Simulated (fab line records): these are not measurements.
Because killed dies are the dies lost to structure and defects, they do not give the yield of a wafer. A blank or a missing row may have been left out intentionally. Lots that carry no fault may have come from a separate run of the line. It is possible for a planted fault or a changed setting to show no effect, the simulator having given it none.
Which tool did it? + flow berkeleyCmos170 + 7 lots, 21 wafers sampled, at 3 steps of a route of 331

WHAT THE GAUGES SHOWED, per wafer
UCB170_M1_CD_MEAS_90 targets a cd of 700 nm.
| lot  | measured     | on       | cdNm (nm)         |
|------|--------------|----------|-------------------|
| L247 | day 6 23:10  | cdSem-02 | 702.5 701.7 701.9 |
| L250 | day 7 14:29  | cdSem-01 | 703.8 702.4 702.0 |
| L252 | day 8 04:14  | cdSem-02 | 700.7 703.1 700.3 |
| L255 | day 9 05:04  | cdSem-02 | 705.5 703.0 700.1 |
| L259 | day 9 23:58  | cdSem-02 | 708.4 707.6 707.5 |
| L265 | day 11 08:20 | cdSem-02 | 699.2 700.3 701.6 |
| L269 | day 12 09:25 | cdSem-02 | 702.2 699.3 700.5 |

TOOL THAT RAN EACH LOT (tool first, then ch and the chambers of the sampled wafers, then the start)
| lot  | UCB170_ZERO_ETCH_06              | UCB170_M1_METAL_ETCH_12          |
|------|----------------------------------|----------------------------------|
| L247 | rieDiel-03 ch 1,2,3, day 1 23:16 | rieMetal-03 ch 0,1, day 6 22:55  |
| L250 | rieDiel-03 ch 0,2,3, day 2 13:46 | rieMetal-03 ch 0, day 7 14:08    |
| L252 | rieDiel-02 ch 0,1, day 2 22:58   | rieMetal-03 ch 0,1, day 8 04:00  |
| L255 | rieDiel-01 ch 1,2,3, day 3 18:37 | rieMetal-01 ch 0,1, day 9 04:47  |
| L259 | rieDiel-01 ch 0,1,2, day 4 14:53 | rieMetal-03 ch 0,1, day 9 23:43  |
| L265 | rieDiel-03 ch 0,1, day 5 18:27   | rieMetal-04 ch 0,1, day 11 08:05 |
| L269 | rieDiel-03 ch 0,2, day 6 14:17   | rieMetal-04 ch 0,1, day 12 09:08 |
- UCB170_ZERO_ETCH_06: etches SiO2 in CHF3/CF4/Ar, time 12 s.
- UCB170_M1_METAL_ETCH_12: etches Al in Cl2/BCl3, stops on PSG, target depth 780 nm, time 130 s.

THE ANSWER, worked out from the rows above alone
Rule: the lots themselves supply what counts as usual. The widest of any qualifying gaps counts: lots, ordered by their means at a reading, are off when they make up no more than a third of the lots, leave a main group of 4 or more, and stand apart from it by 3 or more times the standard deviation of that group's means. The tables above print the reading to a certain number of digits; a main group whose means all agree to those digits is not used. A lot without any number at a reading at which 4 lots or more have one is off too. All remaining lots with rows at the step are treated as sound.
Off: L259, at UCB170_M1_CD_MEAS_90 (cdNm). Mean 701.7 nm and standard deviation 0.96 in the main group.
A tool fits if, at a process step before that reading, it ran every lot that is off, and no sound lot after the first of them. Those tools and the gauges at UCB170_M1_CD_MEAS_90 are tried in the same way. Undecided on this evidence; 2 tools fit (rieDiel-01 at UCB170_ZERO_ETCH_06, rieMetal-03 at UCB170_M1_METAL_ETCH_12).

WHAT THE SIMULATOR HAD INSERTED
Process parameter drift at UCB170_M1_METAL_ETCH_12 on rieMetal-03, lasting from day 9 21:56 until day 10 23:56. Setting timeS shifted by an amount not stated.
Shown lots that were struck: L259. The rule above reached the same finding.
